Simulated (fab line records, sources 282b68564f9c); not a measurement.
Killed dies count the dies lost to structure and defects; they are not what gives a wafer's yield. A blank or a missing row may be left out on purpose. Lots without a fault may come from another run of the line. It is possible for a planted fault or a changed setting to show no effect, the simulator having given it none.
Which tool did it? ; flow ritCmos ; 15 lots with 45 wafers sampled at 2 steps, on a route of 202 steps

WHAT THE GAUGES READ, wafer by wafer
RIT_SPACER_THK_MEAS_04. Usual: SPACER_NITRIDE_THK typically reads 250.5 nm, with standard deviation 2.
lot;measured;on;SPACER_NITRIDE_THK (nm);flag
L536;day 2 23:05;filmMetro-04;246.6 248.5 248.4;
L537;day 3 02:07;filmMetro-01;250.0 250.9 253.1;
L538;day 3 09:20;filmMetro-01;250.4 251.6 249.8;
L540;day 3 19:47;filmMetro-04;249.4 250.2 247.8;
L541;day 3 23:14;filmMetro-01;251.7 252.8 252.1;
L542;day 4 02:57;filmMetro-02;251.1 249.2 248.7;
L544;day 4 13:16;filmMetro-04;248.5 251.6 249.8;
L546;day 4 23:30;filmMetro-02;248.9 250.3 248.4;
L547;day 5 04:27;filmMetro-02;252.8 252.1 251.2;
L551;day 6 00:17;filmMetro-01;251.6 253.3 252.3;
L552;day 6 05:40;filmMetro-02;251.1 249.9 248.4;
L553;day 6 11:14;filmMetro-04;266.6 267.2 266.1;OFF
L554;day 6 16:26;filmMetro-04;265.6 265.9 265.1;OFF
L557;day 7 08:40;filmMetro-01;250.9 250.7 250.4;
L558;day 7 13:47;filmMetro-04;264.8 268.2 267.2;OFF

EACH LOT AND THE TOOL THAT RAN IT (in order: tool; ch and the chambers of the sampled wafers; start)
lot;RIT_SPACER_CVD_03
L536;lpcvd-01 ch 1, day 2 21:10
L537;lpcvd-01 ch 1, day 3 00:12
L538;lpcvd-02 ch 0, day 3 07:26
L540;lpcvd-02 ch 0, day 3 17:52
L541;lpcvd-02 ch 0, day 3 21:19
L542;lpcvd-02 ch 0, day 4 01:02
L544;lpcvd-02 ch 0, day 4 11:21
L546;lpcvd-01 ch 0, day 4 21:35
L547;lpcvd-02 ch 0, day 5 02:32
L551;lpcvd-02 ch 1, day 5 22:22
L552;lpcvd-01 ch 1, day 6 03:44
L553;lpcvd-02 ch 1, day 6 09:18
L554;lpcvd-02 ch 0, day 6 14:31
L557;lpcvd-01 ch 0, day 7 06:44
L558;lpcvd-02 ch 1, day 7 11:52
- RIT_SPACER_CVD_03: deposits Si3N4 from SiH2Cl2/NH3, target thk 250 nm, time 3300 s.

AS READ BY THE TOOLS THEMSELVES (means over the sampled wafers that have a number; for cases with no such wafer, the mark the record gives instead)
RIT_SPACER_CVD_03. Usual: sih2cl2FlowSccm 60.02 sccm, standard deviation 0.18; spikeTcLoadC 834 C, standard deviation 4.2; zonePowerCentrePct 39.2 %, standard deviation 1.7.
lot;tool;sih2cl2FlowSccm (sccm);spikeTcLoadC (C);zonePowerCentrePct (%);flag
L536;lpcvd-01;60.21;835;35.9;
L537;lpcvd-01;60.21;835;36.3;
L538;lpcvd-02;60.01;830;40.6;
L540;lpcvd-02;60.00;830;40.4;
L541;lpcvd-02;59.90;830;40.3;
L542;lpcvd-02;60.16;830;40.5;
L544;lpcvd-02;60.10;830;40.3;
L546;lpcvd-01;59.86;838;38.7;
L547;lpcvd-02;60.05;830;40.6;
L551;lpcvd-02;59.87;840;41.3;
L552;lpcvd-01;59.97;835;36.0;
L553;lpcvd-02;71.83;841;41.3;OFF
L554;lpcvd-02;72.03;831;40.0;OFF
L557;lpcvd-01;60.12;837;39.0;
L558;lpcvd-02;72.30;842;41.3;OFF

THE ANSWER, worked out from the rows above alone
Rule: a lot is off if the mean of its wafers that have a number lies more than 3 standard deviations from the usual mean. Also off: a lot with no number at a reading for which 4 or more lots have one. Where the step has rows for the other lots, those lots are counted as sound. First the gauges in route order, then the tools' own readings, where a lot's mean is used as printed above. At the first step where some lot is off, the reading lying furthest off is the one used; lots without a number count as furthest.
Off: at RIT_SPACER_THK_MEAS_04 (SPACER_NITRIDE_THK), L553, L554, L558.
A tool fits if, at a process step before that reading, it ran every lot that is off, and no sound lot after the first of them. Not tried: the gauges at RIT_SPACER_THK_MEAS_04; whatever is off there is also off at RIT_SPACER_CVD_03, on other tools, and gauge error can't account for it. One fits: lpcvd-02 at RIT_SPACER_CVD_03. Its last sound lot is L551 (day 5 22:22), its first lot that is off L553 (day 6 09:18): a fault that began between those two fits.
On the lots that are off, the tool's own readings at RIT_SPACER_CVD_03 differ by more than 5 times the standard deviation of the sound lots' means, which bears it out; sih2cl2FlowSccm reads 72.05 sccm there versus 60.04 sccm on the sound lots.

WHAT THE SIMULATOR HAD INSERTED
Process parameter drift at RIT_SPACER_CVD_03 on lpcvd-02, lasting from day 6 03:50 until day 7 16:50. Setting sih2cl2FlowSccm shifted by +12 from 60. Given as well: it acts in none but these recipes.
Struck lots among those shown: L553, L554, L558. The rule above found the same.
